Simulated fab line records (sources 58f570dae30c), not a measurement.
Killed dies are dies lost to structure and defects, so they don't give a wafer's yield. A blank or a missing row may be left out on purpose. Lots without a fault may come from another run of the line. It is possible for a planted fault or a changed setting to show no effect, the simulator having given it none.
Which tool was responsible?	flow berkeley-cmos170	14 lots, 42 wafers sampled, at 4 steps of a route of 331

WHAT EACH GAUGE READ, for each wafer
UCB170_NWELL_THK_MEAS_05.
lot	measured	on	NWELL_NITRIDE_THK (nm)
L329	day 2 03:01	film-metro-03	224.8 224.4 223.6
L331	day 2 19:05	film-metro-04	222.8 224.6 222.5
L333	day 2 23:13	film-metro-04	227.2 225.2 226.2
L337	day 3 18:18	film-metro-01	225.1 223.9 224.3
L338	day 3 23:36	film-metro-03	223.3 222.6 221.7
L341	day 4 16:08	film-metro-03	225.6 223.7 226.2
L344	day 5 06:11	film-metro-03	221.5 220.7 219.8
L343	day 5 06:12	film-metro-04	226.3 226.1 224.8
L346	day 5 13:50	film-metro-01	224.3 223.6 226.4
L348	day 6 01:04	film-metro-04	224.3 220.7 221.8
L349	day 6 06:00	film-metro-04	221.0 221.7 218.7
L350	day 6 12:58	film-metro-01	224.1 224.7 224.5
L351	day 6 19:17	film-metro-04	222.1 223.4 223.0
L352	day 6 21:26	film-metro-04	226.9 224.5 227.6

UCB170_GATE_THK_MEAS_05.
lot	measured	on	GATE_POLY_THK (nm)
L329	day 5 09:31	film-metro-02	217.2 215.6 218.8
L331	day 6 15:52	film-metro-02	211.2 209.4 208.8
L333	day 6 15:52	film-metro-01	211.1 211.4 210.4
L341	day 8 12:19	film-metro-02	215.2 216.0 214.0
L344	day 8 17:45	film-metro-02	213.3 214.0 212.6
L343	day 8 17:46	film-metro-04	213.4 211.2 211.8
L346	day 9 01:56	film-metro-04	213.7 213.7 214.8
L348	day 9 20:31	film-metro-04	212.0 213.1 211.5
L349	day 10 01:46	film-metro-02	212.7 212.1 211.7
L350	day 10 01:43	film-metro-01	212.6 211.2 212.6
L351	day 10 18:06	film-metro-04	206.2 207.1 206.7
L352	day 10 18:06	film-metro-01	214.9 214.7 213.8

TOOL THAT RAN EACH LOT (tool first, then ch and the chambers of the sampled wafers, then the start)
lot	UCB170_PWELL_ETCH_14	UCB170_FIELD_OXIDATION_01
L329	rie-diel-01 ch 1,3, day 2 19:14	furnace-04 ch 0, day 3 20:47
L331	rie-diel-03 ch 0,3, day 3 15:04	furnace-01 ch 0, day 5 03:32
L333	rie-diel-04 ch 1,2,3, day 3 15:43	furnace-01 ch 0, day 5 03:32
L337	rie-diel-04 ch 0,2,3, day 4 09:28	furnace-02, day 5 17:37
L338	rie-diel-04 ch 1,2, day 5 02:58	furnace-02, day 6 07:49
L341	rie-diel-03 ch 1,3, day 5 10:31	furnace-01 ch 0, day 6 19:31
L344	rie-diel-04 ch 1,2,3, day 5 22:54	furnace-02 ch 0, day 7 02:49
L343	rie-diel-03 ch 0,2, day 5 22:22	furnace-02 ch 0, day 7 02:49
L346	rie-diel-01 ch 1,2,3, day 6 07:08	furnace-04 ch 0, day 7 15:29
L348	rie-diel-04 ch 1,2, day 6 18:17	furnace-01 ch 0, day 8 03:32
L349	rie-diel-01 ch 0,1,3, day 7 03:48	furnace-02 ch 0, day 8 12:37
L350	rie-diel-04 ch 2,3, day 7 06:01	furnace-02 ch 0, day 8 12:37
L351	rie-diel-03 ch 1,2,3, day 7 14:40	furnace-02 ch 0, day 8 19:58
L352	rie-diel-01 ch 0,3, day 7 14:26	furnace-02 ch 0, day 8 19:58
- UCB170_PWELL_ETCH_14: etches Si3N4 in CH3F/Ar/O2, stops on SiO2, target depth 242 nm, time 151 s.
- UCB170_FIELD_OXIDATION_01: target thk 558.3 nm, ox time 7200 s.

WHAT THE TOOLS THEMSELVES READ (means of the sampled wafers that have a number; where no wafer has one, the mark that the record gives instead)
UCB170_PWELL_ETCH_14.
lot	tool	drypump-motor-current-A (A)	oes-product-au (a.u.)	throttle-valve-pct (%)
L329	rie-diel-01	5.5	0.958	8.05
L331	rie-diel-03	6.2	0.943	8.00
L333	rie-diel-04	5.7	0.933	7.97
L337	rie-diel-04	5.8	0.945	7.98
L338	rie-diel-04	5.4	0.941	7.90
L341	rie-diel-03	5.8	0.942	7.93
L344	rie-diel-04	5.7	0.934	7.97
L343	rie-diel-03	5.7	0.918	8.24
L346	rie-diel-01	5.9	0.948	8.01
L348	rie-diel-04	5.6	0.935	7.89
L349	rie-diel-01	5.9	0.946	8.10
L350	rie-diel-04	5.5	0.949	7.99
L351	rie-diel-03	5.6	0.931	8.06
L352	rie-diel-01	6.2	0.937	8.04

UCB170_FIELD_OXIDATION_01.
lot	tool	ox-temp-c (C)	ox-temp-c-max	zone-power-load-pct (%)
L329	furnace-04	999.4	1003.2	37.9
L331	furnace-01	1000.1	1003.0	35.5
L333	furnace-01	1000.1	1002.7	35.2
L337	furnace-02	-	-	-
L338	furnace-02	-	-	-
L341	furnace-01	1000.1	1002.7	35.5
L344	furnace-02	999.8	1002.2	31.5
L343	furnace-02	999.7	1002.3	31.5
L346	furnace-04	999.4	1003.9	38.0
L348	furnace-01	1000.0	1003.1	35.4
L349	furnace-02	999.8	1002.0	31.3
L350	furnace-02	999.4	1002.3	31.3
L351	furnace-02	999.6	1002.6	31.4
L352	furnace-02	1000.5	1003.5	31.4

THE ANSWER, worked out from the rows above alone
Rule: usual is defined by the lots themselves. The widest of any qualifying gaps counts: lots, ordered by their means at a reading, are off when they make up no more than a third of the lots, leave a main group of 4 or more, and stand apart from it by 3 or more times the standard deviation of that group's means. A main group is skipped when, at the precision printed for the reading in the tables above, its means are all equal. A lot without any number at a reading at which 4 lots or more have one is off too. Where the step has rows for the other lots, those lots are counted as sound. First the gauges in route order, then the tools' own readings, where a lot's mean is used as printed above. The first step at which some lot is off is used, and at that step the reading that is off furthest; a lot without a number counts as furthest.
Off, at UCB170_FIELD_OXIDATION_01 on ox-temp-c: L337, L338. Without a number there: L337, L338. The main group has a mean of 999.8 C with a standard deviation of 0.33.
If a tool, at that step or one of the process steps before it, ran each lot that is off and ran no sound lot following the first of them, it fits. Not one of the candidates tried fits.

WHAT THE SIMULATOR HAD PUT IN
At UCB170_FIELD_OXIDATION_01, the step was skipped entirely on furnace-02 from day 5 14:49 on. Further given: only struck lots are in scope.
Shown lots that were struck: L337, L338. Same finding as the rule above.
